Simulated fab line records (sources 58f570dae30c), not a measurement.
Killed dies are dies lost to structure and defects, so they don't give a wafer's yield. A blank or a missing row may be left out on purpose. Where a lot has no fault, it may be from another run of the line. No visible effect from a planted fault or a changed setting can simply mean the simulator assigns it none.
Struck lot and sound lot, side by side + flow berkeley cmos170 + 18 out of 331 route steps
Sound: wafers L726.1, L726.2, L726.4. Struck: wafer L732.3 (L732.1, L732.2, from the same lot, were not struck and are left out); the cause is given at the end.
Per side, at each step with rows, come the tool, then ch with its chambers, and then its first start. Under that, the readings that differ: sound wafers + struck wafers + difference of the means + sigmas: that difference in standard deviations of wafers without a fault.
alike: readings whose means differ by less than 2 such deviations, and words and numbers that are the same on both sides. not compared: withheld readings, readings that some wafer has no value for, bounds like >300 that may hide the same value, and numbers for which the record gives no deviation and whose values overlap.
The two part at a step that has a row with sigmas, a row that says differs or no value, or rows on one side only. Non-overlapping numbers with no deviation appear without sigmas and do not part them. Lack of a reading on every wafer of one side parts them only where that side has two or more wafers.

first, 5 steps without rows for these wafers: UCB170_NLDD_COAT_01 (resist thk 900 nm); UCB170_NLDD_SOFTBAKE_02 (time 60 s); UCB170_NLDD_EXPOSE_03 (exposes mask NSELECT, target cd 1200 nm); UCB170_NLDD_PEB_04; UCB170_NLDD_DEVELOP_05 (develop time 45 s).
UCB170_NLDD_CD_MEAS_06 targets a cd of 1200 nm.
  struck on cd sem-01, day 7 10:59; sound on cd sem-02, day 5 23:37
  alike: cd nm
UCB170_NLDD_OVL_MEAS_07:
  struck on overlay-01, day 7 11:07; sound on overlay-01, day 5 23:44
  alike: NLDD_OVL
then, 2 steps without rows for these wafers: UCB170_NLDD_IMPLANT_08; UCB170_NLDD_IMPLANT_09.
UCB170_NLDD_STRIP_10: strips in O2.
  sound on plasma asher-01 ch 0,1, day 6 00:04; struck on plasma asher-03 ch 0, day 7 11:27
| reading               | sound             | struck | difference | sigmas |
|-----------------------|-------------------|--------|------------|--------|
| oes product au (a.u.) | 0.732 0.734 0.736 | 0.744  | +0.010     | +2     |
  alike: chamber pressure mTorr, drypump motor current A, o2 flow sccm, strip time to endpoint s
  not compared: rf hours counter h
UCB170_NLDD_TW_MEAS_11:
  struck on film metro-03, day 7 11:33; sound on film metro-02, day 6 00:10
  alike: NLDD_TW
then, 1 step without rows for these wafers: UCB170_NLDD_CLEAN_12 (cleans in SPM, time 600 s).
UCB170_SPACER_CVD_00: deposits SiO2 from TEOS/O2, target thk 376 nm, time 47 s.
  sound on pecvd-02 ch 1,2, day 6 00:24; struck on pecvd-02 ch 1, day 7 11:47
| reading                                 | sound             | struck | difference | sigmas |
|-----------------------------------------|-------------------|--------|------------|--------|
| model.SiO2_of_SPACER_CVD_00.thk nm (nm) | 368.5 367.1 373.5 | 401.2  | +31.5      |        |
  alike: heater power w, pressure mtorr
UCB170_SPACER_THK_MEAS_01:
  struck on film metro-01, day 7 11:49; sound on film metro-02, day 6 00:27
| reading              | sound       | struck | difference | sigmas |
|----------------------|-------------|--------|------------|--------|
| SPACER_TEOS_THK (nm) | 369 367 374 | 401    | +31        | +6     |
then, 1 step without rows for these wafers: UCB170_SPACER_ANNEAL_02 (time 1800 s).
UCB170_SPACER_ETCHBACK_03: etches SiO2 in CHF3/CF4/Ar, stops on Si, target depth 376 nm, time 100 s.
  sound on rie diel-01 ch 2,3, day 6 03:59; struck on rie diel-01 ch 1, day 7 16:04
| reading                  | sound             | struck | difference | sigmas |
|--------------------------|-------------------|--------|------------|--------|
| oes product au (a.u.)    | 0.893 0.891 0.905 | 0.938  | +0.042     | +3     |
| model.etch.depth nm (nm) | 368.5 367.1 373.5 | 401.2  | +31.5      |        |
  alike: chamber pressure mTorr, drypump motor current A, throttle valve pct
  not compared: rf hours counter h
then, 1 step without rows for these wafers: UCB170_PSD_HMDS_00 (prime time 60 s).
UCB170_M3_PROBE_99:
  struck on prober-01, day 9 01:14; sound on prober-02, day 7 18:04
| reading                             | sound                | struck | difference | sigmas |
|-------------------------------------|----------------------|--------|------------|--------|
| model.etest.pplus sal.width nm (nm) | 734.1 724.2 724.8    | 604.5  | -123.2     |        |
| model.etest.nplus sal.width nm (nm) | 732.3 725.2 723.2    | 603.2  | -123.7     |        |
| model.etest.nmos_0p35.r on ohm um   | 1436 1433 1459       | 1540   | +97        |        |
| model.etest.field p metal.vt v (V)  | -58.31 -58.29 -57.83 | -62.75 | -4.61      |        |
| model.etest.field n metal.vt v (V)  | 51.42 51.42 51.15    | 55.02  | +3.69      |        |
| model.etest.pplus sal.line ohm um   | 5.031 5.104 5.092    | 6.144  | +1.068     |        |
| model.etest.nplus sal.line ohm um   | 4.911 5.064 4.979    | 6.105  | +1.120     |        |

## WHERE THEY PART
First at UCB170_NLDD_STRIP_10; last, within this record, at UCB170_SPACER_ETCHBACK_03.

WHY: the cause the simulator had injected
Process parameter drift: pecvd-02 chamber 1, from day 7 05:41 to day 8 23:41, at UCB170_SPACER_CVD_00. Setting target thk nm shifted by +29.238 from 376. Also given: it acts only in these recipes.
